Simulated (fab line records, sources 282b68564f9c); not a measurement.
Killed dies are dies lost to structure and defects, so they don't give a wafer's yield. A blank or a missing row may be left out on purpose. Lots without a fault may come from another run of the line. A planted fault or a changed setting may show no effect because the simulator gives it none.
Problem report in the 8D (eight disciplines) form, filled by code | flow rit_cmos | the parts of the form that need people (team, actions taken, sign-off) are left out

1. THE PROBLEM
run_length_s at RIT_PLDD_SOFTBAKE_02 reads a mean of 101.52 s on 9 wafers of 3 lots; wafers without a fault read 89.06 s with a standard deviation of 0.25. That is +50 standard deviations from the usual mean.
The step: time 60 s.
First seen on wafer L364.1, day 4 20:28, on litho_track-03. The record holds 45 wafers of 15 lots with a number at this step. Rule for "out", or "out of limits": more than 4 standard deviations from the usual mean. The other wafers with a number count as sound.

2. WHAT IT IS AND WHAT IT IS NOT
question                    | is                     | is not
which readings at this step | run_length_s           | exhaust_pa, plate_temp_C
which lots                  | L364, L365, L366       | L355, L356, L357, L358, L360, L363, L367, L370, L371, L373, L374, L376
which wafers of those lots  | all that have a number | -
read on which tools         | litho_track-03         | litho_track-01, litho_track-02
when                        | from day 4 20:28       | up to then (18 sound wafers); but 18 sound wafers of L367, L370, L371, L373, L374, L376 came after

3. SUSPECTS, AND WHAT RULES EACH OUT
Counting: a tool at a process step up to the reading stays a suspect if it ran every lot that is out and no sound lot after the first of them.
- litho_track-03 at RIT_PLDD_SOFTBAKE_02 (time 60 s): kept. It ran every lot that is out, first L364 (day 4 20:28), and no sound lot after that; its last sound lot up to then is L360 (day 3 23:59). Its own readings are out on those wafers: run_length_s.
Left after counting: litho_track-03 at RIT_PLDD_SOFTBAKE_02.

4. THE CAUSE (what the simulator had put in)
Process parameter drift: litho_track-03, from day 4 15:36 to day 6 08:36, at RIT_PLDD_SOFTBAKE_02. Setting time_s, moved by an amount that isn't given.
Counting left only this tool.

5. THE CHAIN OF EFFECTS, in route order
Each row: a reading whose mean over the struck wafers that have a number lies more than 3 standard deviations from the usual. Only readings for which the record gives a usual standard deviation are gone through. hours: the time from each lot's start at the first step in this table that gives one to its start at this step, as a median over the lots. sigmas: the change in usual standard deviations.
hours | step                 | reading      | usual   | on struck wafers | change | sigmas
0     | RIT_PLDD_SOFTBAKE_02 | run_length_s | 89.06 s | 101.52           | +12.46 | +50
The process steps in it:
- RIT_PLDD_SOFTBAKE_02: time 60 s.

6. WHAT WOULD HAVE CAUGHT IT SOONER
In this record the first reading out of limits was taken at day 4 20:28, 5 hours after the fault began at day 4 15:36.
